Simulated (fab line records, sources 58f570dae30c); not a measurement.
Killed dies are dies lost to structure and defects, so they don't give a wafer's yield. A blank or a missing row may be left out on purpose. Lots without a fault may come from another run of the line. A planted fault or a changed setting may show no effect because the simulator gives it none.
Problem report in the 8D (eight disciplines) form, filled by code | flow berkeley_cmos170 | the parts of the form that need people (team, actions taken, sign-off) are left out

1. THE PROBLEM
wafer_temp_C_max at UCB170_SILICIDE_RTA_04 reads a mean of 626.5 on 9 wafers of 3 lots; wafers without a fault read 651.6 with a standard deviation of 0.39. That is -64 standard deviations from the usual mean.
The step: time 15 s.
First seen on wafer L372.1, day 10 10:27, on rtp_anneal-01. The record holds 45 wafers of 15 lots with a number at this step. Rule for "out", or "out of limits": more than 4 standard deviations from the usual mean. The other wafers with a number count as sound.

2. WHAT IT IS AND WHAT IT IS NOT
question                    | is                     | is not
which readings at this step | wafer_temp_C_max       | lamp_power_pct
which lots                  | L372, L373, L374       | L361, L362, L363, L364, L365, L366, L369, L375, L376, L378, L380, L382
which wafers of those lots  | all that have a number | -
read on which tools         | rtp_anneal-01          | rtp_anneal-02
when                        | from day 10 10:27      | up to then (21 sound wafers); but 15 sound wafers of L375, L376, L378, L380, L382 came after

3. SUSPECTS, AND WHAT RULES EACH OUT
Counting: a tool at a process step up to the reading stays a suspect if it ran every lot that is out and no sound lot after the first of them.
- rtp_anneal-01 at UCB170_SILICIDE_RTA_04 (time 15 s): kept. It ran every lot that is out, first L372 (day 10 10:27), and no sound lot after that; its last sound lot up to then is L363 (day 9 14:31). Its own readings are out on those wafers: wafer_temp_C_max.
Left after counting: rtp_anneal-01 at UCB170_SILICIDE_RTA_04.

4. THE CAUSE (what the simulator had put in)
Process parameter drift: rtp_anneal-01, from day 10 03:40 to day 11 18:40, at UCB170_SILICIDE_RTA_04. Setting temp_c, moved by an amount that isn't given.
Counting left only this tool.

5. THE CHAIN OF EFFECTS, in route order
Each row: a reading whose mean over the struck wafers that have a number lies more than 3 standard deviations from the usual. Only readings for which the record gives a usual standard deviation are gone through. hours: the time from each lot's start at the first step in this table that gives one to its start at this step, as a median over the lots. sigmas: the change in usual standard deviations.
hours | step                   | reading          | usual | on struck wafers | change | sigmas
0     | UCB170_SILICIDE_RTA_04 | wafer_temp_C_max | 651.6 | 626.5            | -25.1  | -64
The process steps in it:
- UCB170_SILICIDE_RTA_04: time 15 s.

6. WHAT WOULD HAVE CAUGHT IT SOONER
In this record the first reading out of limits was taken at day 10 10:27, 7 hours after the fault began at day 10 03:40.
